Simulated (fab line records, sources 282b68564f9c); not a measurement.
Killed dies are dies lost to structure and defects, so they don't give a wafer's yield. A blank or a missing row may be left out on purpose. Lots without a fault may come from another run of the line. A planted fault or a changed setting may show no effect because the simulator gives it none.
Which tool did it? | flow rit_cmos | 14 lots, 40 wafers sampled, at 2 steps of a route of 202

WHAT THE GAUGES READ, wafer by wafer
RIT_CONTACT_THK_MEAS_01.
lot  | measured    | on            | CONTACT_TEOS_THK (nm)
L529 | day 3 03:16 | film_metro-04 | 420 413 419
L530 | day 3 09:56 | film_metro-01 | 412 415 415
L531 | day 3 14:47 | film_metro-02 | 399 411 414
L532 | day 3 19:37 | film_metro-02 | 418 420 422
L534 | day 4 04:45 | film_metro-04 | 410 414 414
L535 | day 4 08:16 | film_metro-04 | 406 406 412
L536 | day 4 13:22 | film_metro-02 | 406 410 416
L537 | day 4 19:53 | film_metro-02 | 410 406 419
L541 | day 5 15:05 | film_metro-04 | 410 409 415
L544 | day 6 10:19 | film_metro-02 | 584 415 419 583 416 419
L546 | day 6 16:28 | film_metro-04 | 571 570
L548 | day 7 06:09 | film_metro-04 | 406 416 418
L550 | day 7 14:31 | film_metro-01 | 412 422 422
L551 | day 7 16:20 | film_metro-01 | 409 414 418

WHICH TOOL RAN EACH LOT (tool, then ch and the chambers of the sampled wafers, then the start)
lot  | RIT_CONTACT_CVD_00
L529 | pecvd-01 ch 0,1,2, day 3 03:13
L530 | pecvd-02 ch 1,2, day 3 09:52
L531 | pecvd-03 ch 0,1, day 3 14:43
L532 | pecvd-01 ch 0,1,2, day 3 19:34
L534 | pecvd-03 ch 1,2, day 4 04:41
L535 | pecvd-01 ch 0,2, day 4 08:12
L536 | pecvd-02 ch 1,2, day 4 13:18
L537 | pecvd-03 ch 0,1, day 4 19:50
L541 | pecvd-01 ch 0,2, day 5 15:01
L544 | pecvd-01 ch 0,1,2, day 6 10:16
L546 | pecvd-01 ch 2, day 6 16:25
L548 | pecvd-02 ch 0,1,2, day 7 06:05
L550 | pecvd-03 ch 0,2, day 7 14:28
L551 | pecvd-02 ch 0,1, day 7 16:17
- RIT_CONTACT_CVD_00: deposits SiO2 from TEOS, target thk 400 nm, time 62.96 s.

WHAT THE TOOLS THEMSELVES READ (means of the sampled wafers that have a number; where no wafer has one, the mark that the record gives instead)
RIT_CONTACT_CVD_00.
lot  | tool     | heater_power_w (W)
L529 | pecvd-01 | 399
L530 | pecvd-02 | 325
L531 | pecvd-03 | 368
L532 | pecvd-01 | 405
L534 | pecvd-03 | 376
L535 | pecvd-01 | 355
L536 | pecvd-02 | 302
L537 | pecvd-03 | 372
L541 | pecvd-01 | 369
L544 | pecvd-01 | 394
L546 | pecvd-01 | 373
L548 | pecvd-02 | 377
L550 | pecvd-03 | 374
L551 | pecvd-02 | 396

THE ANSWER, worked out from the rows above alone
Rule: what is usual is taken from the lots themselves. Put in order of their means at a reading, lots are off if they are a third of the lots or fewer, leave a main group of 4 or more, and stand apart from it by a gap of 3 or more times the standard deviation of the main group's means; of several such gaps the widest counts. A main group whose means are all the same, to the digits that the tables above print for the reading, isn't used. A lot without any number at a reading at which 4 lots or more have one is off too. The other lots that the step has rows for count as sound. The gauges are gone through in route order, then the tools' own readings, and for those a lot's mean is taken as printed above. The first step at which some lot is off is used, and at that step the reading that is off furthest; a lot without a number counts as furthest.
Off: L544, L546, at RIT_CONTACT_THK_MEAS_01 (CONTACT_TEOS_THK). The main group: mean 413 nm, standard deviation 3.7.
A tool fits if, at a process step before that reading, it ran every lot that is off, and no sound lot after the first of them. The gauges at RIT_CONTACT_THK_MEAS_01 are tried like those tools. One fits: pecvd-01 at RIT_CONTACT_CVD_00. Its last sound lot is L541 (day 5 15:01), its first lot that is off L544 (day 6 10:16): a fault that began between those two fits.

WHAT THE SIMULATOR HAD PUT IN
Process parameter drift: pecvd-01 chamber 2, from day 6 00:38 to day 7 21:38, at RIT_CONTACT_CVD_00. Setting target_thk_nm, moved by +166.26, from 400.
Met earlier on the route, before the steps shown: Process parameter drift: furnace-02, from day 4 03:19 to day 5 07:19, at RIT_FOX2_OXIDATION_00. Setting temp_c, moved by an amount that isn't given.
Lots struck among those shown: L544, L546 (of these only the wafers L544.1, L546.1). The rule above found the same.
